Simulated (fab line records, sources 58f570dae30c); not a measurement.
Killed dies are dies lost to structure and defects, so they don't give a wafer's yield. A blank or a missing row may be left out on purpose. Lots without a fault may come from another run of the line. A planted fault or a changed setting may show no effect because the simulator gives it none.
Chamber matching | flow berkeley_cmos170 | UCB170_GATE_ETCH_14 on rie_diel-04: 4 sister chambers
The step etches BARC in N2/H2. 14 wafers are shown with their chamber, then 7 later ones without.

WAFERS WITH THEIR CHAMBER
wafer  | chamber | throttle_valve_pct (%) | drypump_motor_current_A (A) | oes_product_au (a.u.)
L676.1 | 2       | 13.53                  | 6.0                         | 1.044
L676.2 | 1       | 13.60                  | 4.8                         | 1.001
L676.3 | 0       | 13.29                  | 5.8                         | 1.001
L679.3 | 0       | 13.29                  | 5.8                         | 0.991
L679.4 | 3       | 13.34                  | 5.8                         | 1.010
L679.6 | 0       | 13.29                  | 5.8                         | 0.993
L685.1 | 1       | 13.58                  | 4.8                         | 0.993
L685.2 | 3       | 13.35                  | 5.8                         | 1.032
L685.5 | 0       | 13.30                  | 5.9                         | 0.996
L693.2 | 1       | 13.57                  | 4.8                         | 0.985
L693.4 | 0       | 13.29                  | 5.8                         | 0.999
L693.5 | 3       | 13.35                  | 5.8                         | 1.023
L696.1 | 3       | 13.34                  | 5.8                         | 1.018
L696.4 | 1       | 13.58                  | 4.7                         | 0.995

SIGNATURES (means of the wafers above)
reading                 | chamber 0 | chamber 1 | chamber 2 | chamber 3 | scatter within a chamber
throttle_valve_pct      | 13.2920   | 13.5825   | 13.5300   | 13.3450   | 0.00809
drypump_motor_current_A | 5.820     | 4.775     | 6.000     | 5.800     | 0.0394
oes_product_au          | 0.99600   | 0.99350   | 1.04400   | 1.02075   | 0.00674
Rule: a wafer's distance from a chamber is the root of the sum, over the readings, of the square of ((its reading less the chamber's mean) divided by the reading's scatter). The wafer belongs to the nearest chamber; if the next one is less than 2 further off, it can't be placed. The scatter: the root of (the sum of the squares of (reading less its chamber's mean) over the shown wafers, divided by (wafers less chambers)).

WAFERS WITHOUT THEIR CHAMBER
wafer  | throttle_valve_pct (%) | drypump_motor_current_A (A) | oes_product_au (a.u.)
L696.6 | 13.58                  | 4.8                         | 0.978
L697.1 | 13.30                  | 5.8                         | 1.010
L697.4 | 13.34                  | 5.8                         | 1.021
L697.5 | 13.60                  | 4.8                         | 0.995
L699.4 | 13.58                  | 4.8                         | 0.993
L699.5 | 13.53                  | 6.0                         | 0.996
L699.6 | 13.57                  | 4.8                         | 0.988

WHICH CHAMBER EACH WENT THROUGH
wafer  | from the rows above | in truth
L696.6 | 1                   | 1
L697.1 | 0                   | 0
L697.4 | 3                   | 3
L697.5 | 1                   | 1
L699.4 | 1                   | 1
L699.5 | 2                   | 2
L699.6 | 1                   | 1
Placed correctly: 7 of 7. Can't be placed from these rows: 0. Placed wrongly: 0.
